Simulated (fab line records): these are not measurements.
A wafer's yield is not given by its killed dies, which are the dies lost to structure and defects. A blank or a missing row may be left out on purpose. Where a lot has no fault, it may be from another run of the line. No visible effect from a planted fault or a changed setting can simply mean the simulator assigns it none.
fab line records || flow rit-cmos
[record] {"lots": 14, "wafers": 42, "last-day": 7}
route steps=202 shown SILICIDE@162
lots that met no fault: from a run of the same line without faults
start-h: the number of hours between the record's first day and the start of the first shown wafer of the lot || wait-h: hours since the lot's step before || " same as the row above || L1.1+2: a row that stands for several wafers || - no value, or no start was given || * or withheld: withheld || < > ~ a bound
route shown NAME@n: names a module that has steps shown in the file, with the first one's number in the route || usual: average and standard deviation across the fault-free wafers || same: alike in all rows || chamber/n: place in a boat || sites: the reading at each site || _std_site: their standard deviation || _edge_site: mean of outer sites minus mean of inner sites || radius-mm: how far each site lies from the wafer's centre || mask NAME#n: copy n || behind: the tool/chamber that last shaped the wafer || hold: the reason the lot was held/the length of the hold in hours/how it ended || device: transistor that didn't switch, given as n, p or np || end of line: the same wafers' tests at the end of the route || step lacking rows: just its recipe || killed: at the first sort, the dies lost to defects and structure; wafer yield is something else || map: a wafer's dies, marking killed ones x, the rest . and places with no die _
set.NAME: the run value of the setting; set.NAME@STEP: its run value at that earlier step || model.NAME: the simulator's own value behind a step, which no gauge read
route steps across a sampled set of lots; one table per step, one row per wafer
services: the hour from which a tool's chamber was out of use, counted from the record's first day as start-h (under 0 if before that day), plus the number of hours and why
[[steps]]
[step RIT_SILICIDE_SPUTTER_01]
[recipe] {"material": "Ti", "target-thk-nm": 30, "power-w": 350, "chamber-pressure-pa": 0.667, "gas": "Ar", "time-s": 240, "substrate-temp-c": 25}
[usual] {"cathode-dc-power-W": "350.01/0.06", "chamber-pressure-pa": "0.6669/0.0013", "throttle-valve-pct": "29.8/1.3"}
[same] {"time-s": 240}
{"lot.wafer": "L745.2", "tool": "pvd-sputter-01", "chamber": "-", "start-h": 50.71, "wait-h": 0.0, "cathode-dc-power-W": 349.88, "chamber-pressure-pa": 0.6681, "throttle-valve-pct": 31.5}
{"lot.wafer": "L745.3", "tool": "pvd-sputter-01", "chamber": "-", "start-h": 50.71, "wait-h": 0.0, "cathode-dc-power-W": 350.05, "chamber-pressure-pa": 0.6667, "throttle-valve-pct": 29.3}
{"lot.wafer": "L745.5", "tool": "pvd-sputter-01", "chamber": "-", "start-h": 50.71, "wait-h": 0.0, "cathode-dc-power-W": 350.06, "chamber-pressure-pa": 0.6680, "throttle-valve-pct": 27.5}
{"lot.wafer": "L746.3", "tool": "pvd-sputter-04", "chamber": "-", "start-h": 55.51, "wait-h": 0.0, "cathode-dc-power-W": 350.01, "chamber-pressure-pa": 0.6677, "throttle-valve-pct": 30.2}
{"lot.wafer": "L746.5", "tool": "pvd-sputter-04", "chamber": "-", "start-h": 55.51, "wait-h": 0.0, "cathode-dc-power-W": 349.99, "chamber-pressure-pa": 0.6656, "throttle-valve-pct": 31.6}
{"lot.wafer": "L746.6", "tool": "pvd-sputter-04", "chamber": "-", "start-h": 55.51, "wait-h": 0.0, "cathode-dc-power-W": 350.05, "chamber-pressure-pa": 0.6665, "throttle-valve-pct": 29.8}
{"lot.wafer": "L747.2", "tool": "pvd-sputter-01", "chamber": "-", "start-h": 60.59, "wait-h": 0.0, "cathode-dc-power-W": 349.96, "chamber-pressure-pa": 0.6660, "throttle-valve-pct": 31.5}
{"lot.wafer": "L747.5", "tool": "pvd-sputter-01", "chamber": "-", "start-h": 60.59, "wait-h": 0.0, "cathode-dc-power-W": 349.98, "chamber-pressure-pa": 0.6657, "throttle-valve-pct": 29.9}
{"lot.wafer": "L747.6", "tool": "pvd-sputter-01", "chamber": "-", "start-h": 60.59, "wait-h": 0.0, "cathode-dc-power-W": 350.08, "chamber-pressure-pa": 0.6656, "throttle-valve-pct": 27.8}
{"lot.wafer": "L748.1", "tool": "pvd-sputter-04", "chamber": "-", "start-h": 63.95, "wait-h": 0.0, "cathode-dc-power-W": 350.12, "chamber-pressure-pa": 0.6676, "throttle-valve-pct": 31.8}
{"lot.wafer": "L748.4", "tool": "pvd-sputter-04", "chamber": "-", "start-h": 63.95, "wait-h": 0.0, "cathode-dc-power-W": 350.07, "chamber-pressure-pa": 0.6678, "throttle-valve-pct": 29.4}
{"lot.wafer": "L748.6", "tool": "pvd-sputter-04", "chamber": "-", "start-h": 63.95, "wait-h": 0.0, "cathode-dc-power-W": 349.97, "chamber-pressure-pa": 0.6657, "throttle-valve-pct": 29.6}
{"lot.wafer": "L749.1", "tool": "pvd-sputter-01", "chamber": "-", "start-h": 69.93, "wait-h": 0.0, "cathode-dc-power-W": 350.11, "chamber-pressure-pa": 0.6667, "throttle-valve-pct": 31.2}
{"lot.wafer": "L749.4", "tool": "pvd-sputter-01", "chamber": "-", "start-h": 69.93, "wait-h": 0.0, "cathode-dc-power-W": 349.98, "chamber-pressure-pa": 0.6666, "throttle-valve-pct": 30.0}
{"lot.wafer": "L749.6", "tool": "pvd-sputter-01", "chamber": "-", "start-h": 69.93, "wait-h": 0.0, "cathode-dc-power-W": 349.91, "chamber-pressure-pa": 0.6665, "throttle-valve-pct": 27.7}
{"lot.wafer": "L750.2", "tool": "pvd-sputter-04", "chamber": "-", "start-h": 75.25, "wait-h": 0.0, "cathode-dc-power-W": 350.00, "chamber-pressure-pa": 0.6663, "throttle-valve-pct": 28.9}
{"lot.wafer": "L750.4", "tool": "pvd-sputter-04", "chamber": "-", "start-h": 75.25, "wait-h": 0.0, "cathode-dc-power-W": 350.00, "chamber-pressure-pa": 0.6661, "throttle-valve-pct": 30.0}
{"lot.wafer": "L750.6", "tool": "pvd-sputter-04", "chamber": "-", "start-h": 75.25, "wait-h": 0.0, "cathode-dc-power-W": 349.95, "chamber-pressure-pa": 0.6692, "throttle-valve-pct": 30.3}
{"lot.wafer": "L751.3", "tool": "pvd-sputter-01", "chamber": "-", "start-h": 79.96, "wait-h": 0.0, "cathode-dc-power-W": 350.03, "chamber-pressure-pa": 0.6674, "throttle-valve-pct": 31.1}
{"lot.wafer": "L751.4", "tool": "pvd-sputter-01", "chamber": "-", "start-h": 79.96, "wait-h": 0.0, "cathode-dc-power-W": 350.03, "chamber-pressure-pa": 0.6657, "throttle-valve-pct": 27.6}
{"lot.wafer": "L751.6", "tool": "pvd-sputter-01", "chamber": "-", "start-h": 79.96, "wait-h": 0.0, "cathode-dc-power-W": 350.05, "chamber-pressure-pa": 0.6659, "throttle-valve-pct": 29.0}
{"lot.wafer": "L752.2", "tool": "pvd-sputter-04", "chamber": "-", "start-h": 84.35, "wait-h": 0.0, "cathode-dc-power-W": 349.86, "chamber-pressure-pa": 0.6677, "throttle-valve-pct": 28.4}
{"lot.wafer": "L752.5", "tool": "pvd-sputter-04", "chamber": "-", "start-h": 84.35, "wait-h": 0.0, "cathode-dc-power-W": 349.97, "chamber-pressure-pa": 0.6694, "throttle-valve-pct": 30.3}
{"lot.wafer": "L752.6", "tool": "pvd-sputter-04", "chamber": "-", "start-h": 84.35, "wait-h": 0.0, "cathode-dc-power-W": 350.11, "chamber-pressure-pa": 0.6686, "throttle-valve-pct": 31.8}
{"lot.wafer": "L755.1", "tool": "pvd-sputter-01", "chamber": "-", "start-h": 99.97, "wait-h": 0.0, "cathode-dc-power-W": 350.05, "chamber-pressure-pa": 0.5824, "throttle-valve-pct": 33.7}
{"lot.wafer": "L755.5", "tool": "pvd-sputter-01", "chamber": "-", "start-h": 99.97, "wait-h": 0.0, "cathode-dc-power-W": 350.02, "chamber-pressure-pa": 0.5832, "throttle-valve-pct": 33.7}
{"lot.wafer": "L755.6", "tool": "pvd-sputter-01", "chamber": "-", "start-h": 99.97, "wait-h": 0.0, "cathode-dc-power-W": 350.00, "chamber-pressure-pa": 0.6653, "throttle-valve-pct": 29.3}
{"lot.wafer": "L757.2", "tool": "pvd-sputter-01", "chamber": "-", "start-h": 112.09, "wait-h": 0.0, "cathode-dc-power-W": 350.00, "chamber-pressure-pa": 0.5822, "throttle-valve-pct": 33.8}
{"lot.wafer": "L757.3", "tool": "pvd-sputter-01", "chamber": "-", "start-h": 112.09, "wait-h": 0.0, "cathode-dc-power-W": 350.08, "chamber-pressure-pa": 0.6656, "throttle-valve-pct": 29.2}
{"lot.wafer": "L757.4", "tool": "pvd-sputter-01", "chamber": "-", "start-h": 112.09, "wait-h": 0.0, "cathode-dc-power-W": 350.06, "chamber-pressure-pa": 0.6685, "throttle-valve-pct": 27.7}
{"lot.wafer": "L762.2", "tool": "pvd-sputter-04", "chamber": "-", "start-h": 137.18, "wait-h": 0.0, "cathode-dc-power-W": 350.10, "chamber-pressure-pa": 0.6680, "throttle-valve-pct": 29.4}
{"lot.wafer": "L762.4", "tool": "pvd-sputter-04", "chamber": "-", "start-h": 137.18, "wait-h": 0.0, "cathode-dc-power-W": 350.06, "chamber-pressure-pa": 0.6677, "throttle-valve-pct": 30.3}
{"lot.wafer": "L762.6", "tool": "pvd-sputter-04", "chamber": "-", "start-h": 137.18, "wait-h": 0.0, "cathode-dc-power-W": 349.99, "chamber-pressure-pa": 0.6672, "throttle-valve-pct": 29.4}
{"lot.wafer": "L764.3", "tool": "pvd-sputter-04", "chamber": "-", "start-h": 144.47, "wait-h": 0.0, "cathode-dc-power-W": 349.97, "chamber-pressure-pa": 0.6667, "throttle-valve-pct": 29.4}
{"lot.wafer": "L764.5", "tool": "pvd-sputter-04", "chamber": "-", "start-h": 144.47, "wait-h": 0.0, "cathode-dc-power-W": 349.90, "chamber-pressure-pa": 0.6665, "throttle-valve-pct": 30.2}
{"lot.wafer": "L764.6", "tool": "pvd-sputter-04", "chamber": "-", "start-h": 144.47, "wait-h": 0.0, "cathode-dc-power-W": 349.86, "chamber-pressure-pa": 0.6674, "throttle-valve-pct": 28.5}
{"lot.wafer": "L766.1", "tool": "pvd-sputter-04", "chamber": "-", "start-h": 154.35, "wait-h": 0.0, "cathode-dc-power-W": 350.01, "chamber-pressure-pa": 0.6668, "throttle-valve-pct": 29.4}
{"lot.wafer": "L766.3", "tool": "pvd-sputter-04", "chamber": "-", "start-h": 154.35, "wait-h": 0.0, "cathode-dc-power-W": 350.04, "chamber-pressure-pa": 0.6662, "throttle-valve-pct": 28.6}
{"lot.wafer": "L766.6", "tool": "pvd-sputter-04", "chamber": "-", "start-h": 154.35, "wait-h": 0.0, "cathode-dc-power-W": 349.99, "chamber-pressure-pa": 0.6678, "throttle-valve-pct": 29.6}
{"lot.wafer": "L768.1", "tool": "pvd-sputter-04", "chamber": "-", "start-h": 166.64, "wait-h": 0.0, "cathode-dc-power-W": 350.07, "chamber-pressure-pa": 0.6680, "throttle-valve-pct": 30.0}
{"lot.wafer": "L768.2", "tool": "pvd-sputter-04", "chamber": "-", "start-h": 166.64, "wait-h": 0.0, "cathode-dc-power-W": 349.97, "chamber-pressure-pa": 0.6684, "throttle-valve-pct": 31.5}
{"lot.wafer": "L768.4", "tool": "pvd-sputter-04", "chamber": "-", "start-h": 166.64, "wait-h": 0.0, "cathode-dc-power-W": 349.96, "chamber-pressure-pa": 0.6671, "throttle-valve-pct": 28.6}
[step RIT_SILICIDE_RS_MEAS_02]
[recipe] {"thk-meas-gauge": "four-point-probe", "reads": "Ti_of_SILICIDE_SPUTTER_01"}
[usual] {"SILICIDE_TI_RS": "48.2/0.89"}
{"lot.wafer": "L745.2", "tool": "film-metro-02", "chamber": "-", "start-h": 50.88, "wait-h": 0.1, "SILICIDE_TI_RS[ohm/sq]": 48.0}
{"lot.wafer": "L745.3", "tool": "film-metro-02", "chamber": "-", "start-h": 50.88, "wait-h": 0.1, "SILICIDE_TI_RS[ohm/sq]": 47.4}
{"lot.wafer": "L745.5", "tool": "film-metro-02", "chamber": "-", "start-h": 50.88, "wait-h": 0.1, "SILICIDE_TI_RS[ohm/sq]": 48.0}
{"lot.wafer": "L746.3", "tool": "film-metro-04", "chamber": "-", "start-h": 55.70, "wait-h": 0.1, "SILICIDE_TI_RS[ohm/sq]": 48.2}
{"lot.wafer": "L746.5", "tool": "film-metro-04", "chamber": "-", "start-h": 55.70, "wait-h": 0.1, "SILICIDE_TI_RS[ohm/sq]": 49.1}
{"lot.wafer": "L746.6", "tool": "film-metro-04", "chamber": "-", "start-h": 55.70, "wait-h": 0.1, "SILICIDE_TI_RS[ohm/sq]": 48.9}
{"lot.wafer": "L747.2", "tool": "film-metro-02", "chamber": "-", "start-h": 60.76, "wait-h": 0.1, "SILICIDE_TI_RS[ohm/sq]": 48.5}
{"lot.wafer": "L747.5", "tool": "film-metro-02", "chamber": "-", "start-h": 60.76, "wait-h": 0.1, "SILICIDE_TI_RS[ohm/sq]": 50.2}
{"lot.wafer": "L747.6", "tool": "film-metro-02", "chamber": "-", "start-h": 60.76, "wait-h": 0.1, "SILICIDE_TI_RS[ohm/sq]": 48.5}
{"lot.wafer": "L748.1", "tool": "film-metro-02", "chamber": "-", "start-h": 64.10, "wait-h": 0.1, "SILICIDE_TI_RS[ohm/sq]": 49.0}
{"lot.wafer": "L748.4", "tool": "film-metro-02", "chamber": "-", "start-h": 64.10, "wait-h": 0.1, "SILICIDE_TI_RS[ohm/sq]": 49.6}
{"lot.wafer": "L748.6", "tool": "film-metro-02", "chamber": "-", "start-h": 64.10, "wait-h": 0.1, "SILICIDE_TI_RS[ohm/sq]": 49.0}
{"lot.wafer": "L749.1", "tool": "film-metro-04", "chamber": "-", "start-h": 70.08, "wait-h": 0.1, "SILICIDE_TI_RS[ohm/sq]": 46.6}
{"lot.wafer": "L749.4", "tool": "film-metro-04", "chamber": "-", "start-h": 70.08, "wait-h": 0.1, "SILICIDE_TI_RS[ohm/sq]": 47.2}
{"lot.wafer": "L749.6", "tool": "film-metro-04", "chamber": "-", "start-h": 70.08, "wait-h": 0.1, "SILICIDE_TI_RS[ohm/sq]": 46.5}
{"lot.wafer": "L750.2", "tool": "film-metro-04", "chamber": "-", "start-h": 75.42, "wait-h": 0.1, "SILICIDE_TI_RS[ohm/sq]": 47.2}
{"lot.wafer": "L750.4", "tool": "film-metro-04", "chamber": "-", "start-h": 75.42, "wait-h": 0.1, "SILICIDE_TI_RS[ohm/sq]": 47.0}
{"lot.wafer": "L750.6", "tool": "film-metro-04", "chamber": "-", "start-h": 75.42, "wait-h": 0.1, "SILICIDE_TI_RS[ohm/sq]": 47.1}
{"lot.wafer": "L751.3", "tool": "film-metro-02", "chamber": "-", "start-h": 80.15, "wait-h": 0.1, "SILICIDE_TI_RS[ohm/sq]": 48.1}
{"lot.wafer": "L751.4", "tool": "film-metro-02", "chamber": "-", "start-h": 80.15, "wait-h": 0.1, "SILICIDE_TI_RS[ohm/sq]": 48.1}
{"lot.wafer": "L751.6", "tool": "film-metro-02", "chamber": "-", "start-h": 80.15, "wait-h": 0.1, "SILICIDE_TI_RS[ohm/sq]": 47.8}
{"lot.wafer": "L752.2", "tool": "film-metro-01", "chamber": "-", "start-h": 84.52, "wait-h": 0.1, "SILICIDE_TI_RS[ohm/sq]": 47.5}
{"lot.wafer": "L752.5", "tool": "film-metro-01", "chamber": "-", "start-h": 84.52, "wait-h": 0.1, "SILICIDE_TI_RS[ohm/sq]": 47.5}
{"lot.wafer": "L752.6", "tool": "film-metro-01", "chamber": "-", "start-h": 84.52, "wait-h": 0.1, "SILICIDE_TI_RS[ohm/sq]": 48.6}
{"lot.wafer": "L755.1", "tool": "film-metro-02", "chamber": "-", "start-h": 100.14, "wait-h": 0.1, "SILICIDE_TI_RS[ohm/sq]": 36.9}
{"lot.wafer": "L755.5", "tool": "film-metro-02", "chamber": "-", "start-h": 100.14, "wait-h": 0.1, "SILICIDE_TI_RS[ohm/sq]": 36.9}
{"lot.wafer": "L755.6", "tool": "film-metro-02", "chamber": "-", "start-h": 100.14, "wait-h": 0.1, "SILICIDE_TI_RS[ohm/sq]": 48.4}
{"lot.wafer": "L757.2", "tool": "film-metro-04", "chamber": "-", "start-h": 112.26, "wait-h": 0.1, "SILICIDE_TI_RS[ohm/sq]": 37.2}
{"lot.wafer": "L757.3", "tool": "film-metro-04", "chamber": "-", "start-h": 112.26, "wait-h": 0.1, "SILICIDE_TI_RS[ohm/sq]": 47.8}
{"lot.wafer": "L757.4", "tool": "film-metro-04", "chamber": "-", "start-h": 112.26, "wait-h": 0.1, "SILICIDE_TI_RS[ohm/sq]": 48.2}
{"lot.wafer": "L762.2", "tool": "film-metro-01", "chamber": "-", "start-h": 137.35, "wait-h": 0.1, "SILICIDE_TI_RS[ohm/sq]": 49.0}
{"lot.wafer": "L762.4", "tool": "film-metro-01", "chamber": "-", "start-h": 137.35, "wait-h": 0.1, "SILICIDE_TI_RS[ohm/sq]": 48.6}
{"lot.wafer": "L762.6", "tool": "film-metro-01", "chamber": "-", "start-h": 137.35, "wait-h": 0.1, "SILICIDE_TI_RS[ohm/sq]": 49.0}
{"lot.wafer": "L764.3", "tool": "film-metro-04", "chamber": "-", "start-h": 144.66, "wait-h": 0.1, "SILICIDE_TI_RS[ohm/sq]": 48.2}
{"lot.wafer": "L764.5", "tool": "film-metro-04", "chamber": "-", "start-h": 144.66, "wait-h": 0.1, "SILICIDE_TI_RS[ohm/sq]": 48.2}
{"lot.wafer": "L764.6", "tool": "film-metro-04", "chamber": "-", "start-h": 144.66, "wait-h": 0.1, "SILICIDE_TI_RS[ohm/sq]": 48.2}
{"lot.wafer": "L766.1", "tool": "film-metro-01", "chamber": "-", "start-h": 154.50, "wait-h": 0.1, "SILICIDE_TI_RS[ohm/sq]": 48.9}
{"lot.wafer": "L766.3", "tool": "film-metro-01", "chamber": "-", "start-h": 154.50, "wait-h": 0.1, "SILICIDE_TI_RS[ohm/sq]": 49.2}
{"lot.wafer": "L766.6", "tool": "film-metro-01", "chamber": "-", "start-h": 154.50, "wait-h": 0.1, "SILICIDE_TI_RS[ohm/sq]": 49.3}
{"lot.wafer": "L768.1", "tool": "film-metro-04", "chamber": "-", "start-h": 166.79, "wait-h": 0.1, "SILICIDE_TI_RS[ohm/sq]": 48.4}
{"lot.wafer": "L768.2", "tool": "film-metro-04", "chamber": "-", "start-h": 166.79, "wait-h": 0.1, "SILICIDE_TI_RS[ohm/sq]": 49.0}
{"lot.wafer": "L768.4", "tool": "film-metro-04", "chamber": "-", "start-h": 166.79, "wait-h": 0.1, "SILICIDE_TI_RS[ohm/sq]": 48.0}
[[services]]
{"tool": "pvd-sputter-04", "chamber": "-", "start-h": 86.70, "hours": 6.6, "kind": "repair"}
{"tool": "pvd-sputter-01", "chamber": "-", "start-h": 103.62, "hours": 2.4, "kind": "repair"}
{"tool": "pvd-sputter-01", "chamber": "-", "start-h": 124.01, "hours": 4.9, "kind": "repair"}
{"tool": "pvd-sputter-04", "chamber": "-", "start-h": 155.97, "hours": 1.9, "kind": "repair"}
[[key]]
[first-sign] {"step": "RIT_SILICIDE_SPUTTER_01", "reading": "chamber-pressure-pa", "direction": "down", "sigmas": 66, "usual": 0.6669, "struck": 0.5826}
[effect] {"step": "RIT_SILICIDE_RS_MEAS_02", "reading": "SILICIDE_TI_RS", "direction": "down", "sigmas": 13, "usual": 48.2, "struck": 37.0}
met-at RIT_SILICIDE_SPUTTER_01
struck-lots L755,L757
struck-wafers L755.1,L755.5,L757.2
tester-left-out L755,L757
onset-between 79.96 99.97
[fault] {"kind": "process-parameter-drift", "tool": "pvd-sputter-01", "chamber": "-", "onset-h": 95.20, "steps": "RIT_SILICIDE_SPUTTER_01", "channel": "chamber-pressure-pa", "offset": -0.085355, "shape": "step", "end-h": 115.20, "acts-in": "these-recipes-only", "stated": 0.667, "scope": "struck-wafers-only"}
// tester-left-out: of these lots the tester's yield and bins aren't shown, on N5 and GAA mostly nor the transistor test; their killed dies are dies lost to structure and defects alone, not to doping, threshold or leakage, so they don't give the yield
